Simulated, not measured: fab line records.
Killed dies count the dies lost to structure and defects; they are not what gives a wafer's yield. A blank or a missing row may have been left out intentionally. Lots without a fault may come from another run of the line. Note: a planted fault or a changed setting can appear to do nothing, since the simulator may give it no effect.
Matching of chambers | flow berkeley cmos170 | UCB170_V1_CVD_00 on pecvd-01: 3 sister chambers
The step deposits SiO2 from TEOS/O2, target thk 2000 nm, time 250 s. 6 wafers are shown with their chamber, then 10 later ones without.

== WAFERS PAIRED WITH THEIR CHAMBERS ==
wafer  | chamber | heater power w (W)
L085.4 | 1       | 168
L088.2 | 0       | 225
L088.4 | 2       | 312
L088.5 | 1       | 161
L090.2 | 0       | 294
L090.3 | 2       | 329

== WAFERS MISSING THEIR CHAMBER ==
wafer  | heater power w (W)
L090.4 | 164
L093.1 | 251
L093.3 | 290
L093.4 | 160
L091.2 | 234
L091.3 | 269
L091.6 | 282
L096.3 | 215
L096.5 | 314
L096.6 | 166

== CHAMBER TAKEN BY EACH ==
wafer  | from the rows above     | in truth
L090.4 | 1                       | 1
L093.1 | 0                       | 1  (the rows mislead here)
L093.3 | can't be placed: 0 or 2 | 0
L093.4 | 1                       | 1
L091.2 | can't be placed: 0 or 1 | 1
L091.3 | can't be placed: 0 or 2 | 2
L091.6 | can't be placed: 0 or 2 | 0
L096.3 | can't be placed: 0 or 1 | 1
L096.5 | can't be placed: 2 or 0 | 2
L096.6 | 1                       | 1
Correct placement for 3 of the 10. Can't be placed from these rows: 6 (the true chamber is among the candidates in 6). Placed wrongly: 1.
How it was worked out, from the rows above alone: a wafer's distance from a chamber is the root of the sum, over the readings, of the square of ((its reading less the chamber's mean) divided by the reading's scatter). If the next closest chamber is less than 2 further off than the closest, the wafer can't be placed; otherwise it belongs to the closest. The mean given for a chamber averages the wafers shown for that chamber. How the scatter is found: for the shown wafers, subtract from each reading the mean of its chamber, square and add these, divide the total by (wafers less chambers), then take the root.
